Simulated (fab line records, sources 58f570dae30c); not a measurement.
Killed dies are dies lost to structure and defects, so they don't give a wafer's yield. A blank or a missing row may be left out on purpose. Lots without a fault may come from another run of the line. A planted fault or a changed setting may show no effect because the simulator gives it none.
Tool commonality check | flow berkeley_cmos170 | 14 lots, 42 wafers sampled

WHY IT WAS OPENED
At UCB170_PSD_TW_MEAS_10 the reading PSD_TW is flagged on 2 of 14 lots. Wafers without a fault read 2324, standard deviation 22.
Rule: a lot is flagged when every wafer of it that has a number lies more than 4 standard deviations from that mean, or none has a number. The other lots count as sound.

lot  | measured     | on            | PSD_TW, wafer by wafer | flag
L208 | day 7 20:40  | film_metro-02 | 2350 2358 2344         |
L211 | day 8 05:08  | film_metro-04 | 2308 2304 2316         |
L214 | day 8 23:29  | film_metro-04 | 30 30 30               | FLAGGED
L216 | day 8 23:35  | film_metro-02 | 2335 2346 2347         |
L218 | day 9 10:39  | film_metro-04 | 30 30 30               | FLAGGED
L221 | day 10 21:41 | film_metro-02 | 2348 2350 2338         |
L222 | day 10 21:56 | film_metro-03 | 2331 2329 2319         |
L223 | day 10 22:10 | film_metro-04 | 2289 2295 2301         |
L225 | day 11 10:47 | film_metro-03 | 2342 2346 2339         |
L224 | day 11 10:47 | film_metro-02 | 2356 2353 2359         |
L227 | day 11 11:04 | film_metro-03 | 2347 2338 2333         |
L229 | day 12 04:57 | film_metro-03 | 2319 2323 2325         |
L228 | day 12 05:03 | film_metro-04 | 2290 2302 2291         |
L230 | day 12 11:11 | film_metro-02 | 2348 2362 2352         |
The numbers of the flagged lots are 30 on average: -2294 against the usual, or -99 or more standard deviations.

WHICH TOOL RAN EACH LOT
The record holds 3 process steps before the reading, out of a route of 331 steps. In each cell: the tool, then ch and the chambers that the sampled wafers went through, then the start.
lot  | flag    | UCB170_NVT_STRIP_08                  | UCB170_NLDD_STRIP_10                 | UCB170_PSD_STRIP_09
L208 |         | plasma_asher-01 ch 0,1, day 6 14:55  | plasma_asher-02 ch 0,1, day 7 12:37  | plasma_asher-04 ch 0,1, day 7 20:34
L211 |         | plasma_asher-02 ch 0,1, day 6 23:37  | plasma_asher-02 ch 0,1, day 7 21:29  | plasma_asher-01 ch 0,1, day 8 05:02
L214 | FLAGGED | plasma_asher-02 ch 0,1, day 7 17:42  | plasma_asher-04 ch 0,1, day 8 16:44  | plasma_asher-01 ch 0,1, day 8 23:23
L216 |         | plasma_asher-02 ch 0,1, day 7 17:21  | plasma_asher-01 ch 0,1, day 8 16:23  | plasma_asher-03 ch 0,1, day 8 23:29
L218 | FLAGGED | plasma_asher-01 ch 0,1, day 8 05:29  | plasma_asher-04 ch 0,1, day 9 02:38  | plasma_asher-04 ch 0,1, day 9 10:34
L221 |         | plasma_asher-04 ch 0,1, day 9 16:26  | plasma_asher-01 ch 0,1, day 10 12:48 | plasma_asher-04 ch 0,1, day 10 21:35
L222 |         | plasma_asher-01 ch 0,1, day 9 16:14  | plasma_asher-04 ch 0,1, day 10 13:19 | plasma_asher-01 ch 0,1, day 10 21:51
L223 |         | plasma_asher-02 ch 0,1, day 9 16:19  | plasma_asher-02 ch 0,1, day 10 13:02 | plasma_asher-04 ch 0,1, day 10 22:04
L225 |         | plasma_asher-04 ch 1, day 10 05:31   | plasma_asher-04 ch 0,1, day 11 02:22 | plasma_asher-01 ch 0,1, day 11 10:41
L224 |         | plasma_asher-01 ch 0,1, day 10 05:01 | plasma_asher-04 ch 0,1, day 11 01:31 | plasma_asher-03 ch 0, day 11 10:41
L227 |         | plasma_asher-01 ch 0,1, day 10 05:24 | plasma_asher-01 ch 0,1, day 11 02:05 | plasma_asher-01 ch 0,1, day 11 10:58
L229 |         | plasma_asher-01 ch 0,1, day 10 18:00 | plasma_asher-02 ch 0,1, day 11 21:01 | plasma_asher-03 ch 0,1, day 12 04:51
L228 |         | plasma_asher-02 ch 0,1, day 10 18:14 | plasma_asher-01 ch 0,1, day 11 21:07 | plasma_asher-04 ch 0,1, day 12 04:57
L230 |         | plasma_asher-02 ch 0,1, day 11 07:40 | plasma_asher-01 ch 0,1, day 12 04:52 | plasma_asher-03 ch 0,1, day 12 11:05
What these steps do:
- UCB170_NVT_STRIP_08: strips in O2.
- UCB170_NLDD_STRIP_10: strips in O2.
- UCB170_PSD_STRIP_09: strips in O2.
- UCB170_PSD_TW_MEAS_10

FLAGGED OVER TOTAL, TOOL BY TOOL (the gauges that took the reading come last)
step                  | tool            | lots run | flagged | share of the flagged lots | sound lots run after its first flagged lot
UCB170_NVT_STRIP_08   | plasma_asher-01 | 6        | 1       | some                      | 4 (L222,L224,L227,L229)
UCB170_NVT_STRIP_08   | plasma_asher-02 | 6        | 1       | some                      | 3 (L223,L228,L230)
UCB170_NVT_STRIP_08   | plasma_asher-04 | 2        | 0       | none                      | -
UCB170_NLDD_STRIP_10  | plasma_asher-01 | 5        | 0       | none                      | -
UCB170_NLDD_STRIP_10  | plasma_asher-02 | 4        | 0       | none                      | -
UCB170_NLDD_STRIP_10  | plasma_asher-04 | 5        | 2       | all                       | 3 (L222,L224,L225)
UCB170_PSD_STRIP_09   | plasma_asher-01 | 5        | 1       | some                      | 3 (L222,L225,L227)
UCB170_PSD_STRIP_09   | plasma_asher-03 | 4        | 0       | none                      | -
UCB170_PSD_STRIP_09   | plasma_asher-04 | 5        | 1       | some                      | 3 (L221,L223,L228)
UCB170_PSD_TW_MEAS_10 | film_metro-02   | 5        | 0       | none                      | -
UCB170_PSD_TW_MEAS_10 | film_metro-03   | 4        | 0       | none                      | -
UCB170_PSD_TW_MEAS_10 | film_metro-04   | 5        | 2       | all                       | 2 (L223,L228)

WHAT THE TABLE ALLOWS
2 rows of the table ran every flagged lot: plasma_asher-04 at UCB170_NLDD_STRIP_10, film_metro-04 at UCB170_PSD_TW_MEAS_10.
- plasma_asher-04 at UCB170_NLDD_STRIP_10: 2 of its 5 lots flagged. Sound lots ran on it after the first flagged one (L222, L224, L225), which a lasting fault on the whole tool wouldn't allow. On the flagged lots its readings are blank where sound lots have values: chamber_pressure_mTorr, drypump_motor_current_A, oes_product_au, strip_time_to_endpoint_s.
- film_metro-04 at UCB170_PSD_TW_MEAS_10: 2 of its 5 lots flagged. Sound lots ran on it after the first flagged one (L223, L228), which a lasting fault on the whole tool wouldn't allow.
No row of the table ran every flagged lot and no sound lot after the first.

WHAT THE SIMULATOR HAD PUT IN
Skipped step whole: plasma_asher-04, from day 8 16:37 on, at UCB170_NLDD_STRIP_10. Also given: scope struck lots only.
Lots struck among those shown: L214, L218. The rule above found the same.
